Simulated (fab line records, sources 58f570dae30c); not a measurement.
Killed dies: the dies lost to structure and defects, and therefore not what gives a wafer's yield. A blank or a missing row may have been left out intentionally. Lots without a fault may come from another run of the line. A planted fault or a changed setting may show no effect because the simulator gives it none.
Split-lot experiment :: flow berkeley cmos170 :: on a route of 331 steps: 5 lots, 23 wafers read

== ON THE SPLIT ==
At UCB170_M3_PEB_13, the setting peb temp c was moved away from the recipe's 130 C on 6 of the 23 wafers read, by -2.2% to +0.8%. For the rest of the wafers, this setting stayed at what the recipe calls for.

== FROM THE SPLIT TO THE READING: what the file shows between them, 5 steps ==
- UCB170_M3_DEVELOP_14: develop time 45 s
- UCB170_M3_CD_MEAS_15: target cd 700 nm
- UCB170_M3_ETCH_17: etches BARC in N2/H2
- UCB170_M3_METAL_ETCH_18: etches Al in Cl2/BCl3, stops on SiO2, target depth 1170 nm, time 195 s (also split here: over etch frac)
- UCB170_M3_STRIP_19: strips in O2

== THE READING ==
cd nm, in nm, at UCB170_M3_CD_MEAS_90 (target cd 700 nm). On this fab line, fault-free wafers typically give 700.0 nm with a standard deviation of 3 nm.

wafer: L074.1
tool, chamber at the split: litho track-04, 0
peb temp c as run, C: 130
against the recipe: recipe
cd nm, nm: 703.1
against lot-mates on the recipe: -

wafer: L074.2
tool, chamber at the split: litho track-04, 0
peb temp c as run, C: 130
against the recipe: recipe
cd nm, nm: 699.9
against lot-mates on the recipe: -

wafer: L074.3
tool, chamber at the split: litho track-04, 0
peb temp c as run, C: 130
against the recipe: recipe
cd nm, nm: 700.7
against lot-mates on the recipe: -

wafer: L074.5
tool, chamber at the split: litho track-04, 0
peb temp c as run, C: 127.6
against the recipe: -1.8%
cd nm, nm: 716.2
against lot-mates on the recipe: +15.0

wafer: L074.6
tool, chamber at the split: litho track-04, 0
peb temp c as run, C: 127.6
against the recipe: -1.8%
cd nm, nm: 721.6
against lot-mates on the recipe: +20.4

wafer: L075.1
tool, chamber at the split: litho track-04, 0
peb temp c as run, C: 130
against the recipe: recipe
cd nm, nm: 691.9
against lot-mates on the recipe: -

wafer: L075.2
tool, chamber at the split: litho track-04, 0
peb temp c as run, C: 130
against the recipe: recipe
cd nm, nm: 700.1
against lot-mates on the recipe: -

wafer: L075.4
tool, chamber at the split: litho track-04, 0
peb temp c as run, C: 130
against the recipe: recipe
cd nm, nm: 692.1
against lot-mates on the recipe: -

wafer: L075.5
tool, chamber at the split: litho track-04, 0
peb temp c as run, C: 130
against the recipe: recipe
cd nm, nm: 699.5
against lot-mates on the recipe: -

wafer: L075.6
tool, chamber at the split: litho track-04, 0
peb temp c as run, C: 130
against the recipe: recipe
cd nm, nm: 694.5
against lot-mates on the recipe: -

wafer: L079.2
tool, chamber at the split: litho track-01, 0
peb temp c as run, C: 130
against the recipe: recipe
cd nm, nm: 701.3
against lot-mates on the recipe: -

wafer: L079.3
tool, chamber at the split: litho track-01, 0
peb temp c as run, C: 130
against the recipe: recipe
cd nm, nm: 695.2
against lot-mates on the recipe: -

wafer: L079.4
tool, chamber at the split: litho track-01, 0
peb temp c as run, C: 130
against the recipe: recipe
cd nm, nm: 701.9
against lot-mates on the recipe: -

wafer: L082.1
tool, chamber at the split: litho track-04, 0
peb temp c as run, C: 130
against the recipe: recipe
cd nm, nm: 704.1
against lot-mates on the recipe: -

wafer: L082.2
tool, chamber at the split: litho track-04, 0
peb temp c as run, C: 130
against the recipe: recipe
cd nm, nm: 698.9
against lot-mates on the recipe: -

wafer: L082.3
tool, chamber at the split: litho track-04, 0
peb temp c as run, C: 130
against the recipe: recipe
cd nm, nm: 700.5
against lot-mates on the recipe: -

wafer: L082.4
tool, chamber at the split: litho track-04, 0
peb temp c as run, C: 131.1
against the recipe: +0.8%
cd nm, nm: 694.2
against lot-mates on the recipe: -7.0

wafer: L082.6
tool, chamber at the split: litho track-04, 0
peb temp c as run, C: 131.1
against the recipe: +0.8%
cd nm, nm: 695.1
against lot-mates on the recipe: -6.1

wafer: L081.1
tool, chamber at the split: litho track-01, 0
peb temp c as run, C: 130
against the recipe: recipe
cd nm, nm: 700.9
against lot-mates on the recipe: -

wafer: L081.2
tool, chamber at the split: litho track-01, 0
peb temp c as run, C: 127.1
against the recipe: -2.2%
cd nm, nm: 725.8
against lot-mates on the recipe: +26.9

wafer: L081.3
tool, chamber at the split: litho track-01, 0
peb temp c as run, C: 127.1
against the recipe: -2.2%
cd nm, nm: 726.9
against lot-mates on the recipe: +28.0

wafer: L081.4
tool, chamber at the split: litho track-01, 0
peb temp c as run, C: 130
against the recipe: recipe
cd nm, nm: 699.0
against lot-mates on the recipe: -

wafer: L081.6
tool, chamber at the split: litho track-01, 0
peb temp c as run, C: 130
against the recipe: recipe
cd nm, nm: 696.9
against lot-mates on the recipe: -

FIT RESULTS
A straight line over all 23 wafers: cd nm changes by -11 nm for each +1% of peb temp c; r = -0.94; the points scatter about the line by 3.6 nm.
The same after taking each lot's own level away (the mean of its wafers on the recipe; 23 wafers): -10.8 nm for each +1%; r = -0.96; scatter 2.9 nm.
On that fit, the largest move of peb temp c shifts the reading by 24 nm.
The span of the lots' own levels, 695.62 to 701.23 nm, comes to 1.9 times the standard deviation stated above.
So the lot-to-lot level changes the slope little: the two slopes agree.
Check: for one of the wafers moved furthest among these (-2.2%), held out of the fit, the line's prediction against its lot-mates is +23.5 nm. It came out at +26.9 nm against them.

== THESE WAFERS: OTHER SPLITS ==
Other splits were also applied to these wafers ahead of the reading. Each is held against what the fit with the lots' levels taken away leaves over:
other split on the same wafers: UCB170_SILICIDE_SPUTTER_01 time s
wafers away from the commonest value: 11
r with cd nm (lot level and that fit taken away): -0.09

other split on the same wafers: UCB170_M1_SPUTTER_00 power w
wafers away from the commonest value: 5
r with cd nm (lot level and that fit taken away): -0.16

other split on the same wafers: UCB170_M1_METAL_ETCH_12 icp w
wafers away from the commonest value: 12
r with cd nm (lot level and that fit taken away): +0.32

other split on the same wafers: UCB170_M2_METAL_ETCH_18 icp w
wafers away from the commonest value: 7
r with cd nm (lot level and that fit taken away): +0.23

other split on the same wafers: UCB170_M2_STRIP_19 power w
wafers away from the commonest value: 5
r with cd nm (lot level and that fit taken away): +0.07

other split on the same wafers: UCB170_M3_METAL_ETCH_18 over etch frac
wafers away from the commonest value: 7
r with cd nm (lot level and that fit taken away): -0.50

== THE WHOLE CHAIN: every reading that the file lists as answering this split, in the file's order ==
step: UCB170_M3_CD_MEAS_15
what it does: target cd 700 nm
reading: cd nm
change (the file's fit): -9.54 nm for each +1% of the setting
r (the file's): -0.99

step: UCB170_M3_ETCH_17
what it does: etches BARC in N2/H2
reading: M3.cd nm (the simulator's own value, which no gauge read)
change (the file's fit): -9.14 nm for each +1% of the setting
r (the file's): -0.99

step: UCB170_M3_METAL_ETCH_18
what it does: etches Al in Cl2/BCl3, stops on SiO2, target depth 1170 nm, time 195 s
reading: M3.cd nm (the simulator's own value, which no gauge read)
change (the file's fit): -10.7 nm for each +1% of the setting
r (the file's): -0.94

step: UCB170_M3_CD_MEAS_90
what it does: target cd 700 nm
reading: cd nm
change (the file's fit): -10.9 nm for each +1% of the setting
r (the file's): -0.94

== THE FILE'S OWN FIT ==
cd nm changes by -10.9 nm for each +1% of peb temp c, r = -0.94.
